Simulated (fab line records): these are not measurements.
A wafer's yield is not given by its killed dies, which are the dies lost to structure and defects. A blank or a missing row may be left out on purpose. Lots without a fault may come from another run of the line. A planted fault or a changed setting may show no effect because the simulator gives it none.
Comparing a struck lot with a sound one / flow berkeley-cmos170 / 28 out of 331 route steps
Sound: the wafers L239.2, L239.3, L239.4. The struck wafers were L248.1, L248.3, L248.6. At the end, the cause is stated.
At each step with rows: each side's tool, then ch and its chambers, then its first start. Under that, the readings that differ: sound wafers / struck wafers / difference of the means / sigmas: that difference in standard deviations of wafers without a fault.
alike: same words and numbers on both sides, and readings whose means sit less than 2 such deviations apart. not compared: any withheld reading, any reading some wafer has no value for, any bound like >300 that may hide the same value, and any number with overlapping values for which the record gives no deviation.
A row with sigmas, a row that says differs or no value, or rows on one side alone: a step with any of these is where the two part. Numbers that don't overlap but have no deviation are shown without sigmas and don't part them. Lack of a reading on every wafer of one side parts them only where that side has two or more wafers.

UCB170_GATE_CD_MEAS_90: the cd target is 350 nm.
  sound on cd-sem-02 at day 8 02:48; struck on cd-sem-01 at day 9 18:46
  alike: cd-nm
then, 7 steps without rows for these wafers: UCB170_GATE_CLEAN_17 (cleans in SPM, time 600 s); UCB170_PLDD_HMDS_00 (prime time 60 s); UCB170_PLDD_COAT_01 (resist thk 900 nm); UCB170_PLDD_SOFTBAKE_02 (time 60 s); UCB170_PLDD_EXPOSE_03 (exposes mask PSELECT, target cd 1200 nm); UCB170_PLDD_PEB_04; UCB170_PLDD_DEVELOP_05 (develop time 45 s).
UCB170_PLDD_CD_MEAS_06: the cd target is 1200 nm.
  sound on cd-sem-01 at day 8 04:11; struck on cd-sem-02 at day 9 20:06
  alike: cd-nm
UCB170_PLDD_OVL_MEAS_07:
  sound on overlay-01 at day 8 04:17; struck on overlay-02 at day 9 20:13
reading=PLDD_OVL (nm); sound=10 6 6; struck=-4 -6 2; difference=-10; sigmas=-2
then, 2 steps without rows for these wafers: UCB170_PLDD_IMPLANT_08; UCB170_PLDD_IMPLANT_09.
UCB170_PLDD_STRIP_10: strips in O2.
  sound on plasma-asher-04 ch 0,1, day 8 04:37; struck on plasma-asher-04 ch 0,1, day 9 20:34
  no value came back on the struck wafers for chamber-pressure-mTorr (mTorr), drypump-motor-current-A (A), oes-product-au (a.u.), strip-time-to-endpoint-s (s); on the sound wafers chamber-pressure-mTorr (mTorr) reads 3495.0 3505.0 3500.2
reading=model.KrF_of_PLDD_COAT_01.thk-nm (nm); sound=0 0 0; struck=881.7 879.9 883; difference=+881.5; sigmas=
  not compared: rf-hours-counter-h
UCB170_PLDD_TW_MEAS_11:
  sound on film-metro-02 at day 8 04:44; struck on film-metro-04 at day 9 20:40
  alike: PLDD_TW
then, 7 steps without rows for these wafers: UCB170_PLDD_CLEAN_12 (cleans in SPM, time 600 s); UCB170_NLDD_HMDS_00 (prime time 60 s); UCB170_NLDD_COAT_01 (resist thk 900 nm); UCB170_NLDD_SOFTBAKE_02 (time 60 s); UCB170_NLDD_EXPOSE_03 (exposes mask NSELECT, target cd 1200 nm); UCB170_NLDD_PEB_04; UCB170_NLDD_DEVELOP_05 (develop time 45 s).
UCB170_NLDD_CD_MEAS_06: the cd target is 1200 nm.
  sound on cd-sem-01 at day 8 06:33; struck on cd-sem-01 at day 9 21:44
  alike: cd-nm
UCB170_NLDD_OVL_MEAS_07:
  sound on overlay-02 at day 8 06:40; struck on overlay-02 at day 9 21:52
  alike: NLDD_OVL
then, 2 steps without rows for these wafers: UCB170_NLDD_IMPLANT_08; UCB170_NLDD_IMPLANT_09.
UCB170_NLDD_STRIP_10: strips in O2.
  sound on plasma-asher-01 ch 0,1, day 8 06:59; struck on plasma-asher-04 ch 1, day 9 22:11
reading=strip-time-to-endpoint-s (s); sound=21.62 21.54 21.58; struck=47.68 47.63 47.71; difference=+26.09; sigmas=+99 or more
  alike: chamber-pressure-mTorr, drypump-motor-current-A, oes-product-au
  not compared: rf-hours-counter-h
UCB170_NLDD_TW_MEAS_11:
  sound on film-metro-03 at day 8 07:06; struck on film-metro-02 at day 9 22:17
reading=NLDD_TW; sound=2199 2196 2214; struck=30 30 30; difference=-2173; sigmas=-99 or more
then, 1 step without rows for these wafers: UCB170_NLDD_CLEAN_12 (cleans in SPM, time 600 s).

## WHERE THEY PART
Last at UCB170_NLDD_TW_MEAS_11 as far as this record goes, first at UCB170_PLDD_OVL_MEAS_07.

WHY: the cause the simulator had injected
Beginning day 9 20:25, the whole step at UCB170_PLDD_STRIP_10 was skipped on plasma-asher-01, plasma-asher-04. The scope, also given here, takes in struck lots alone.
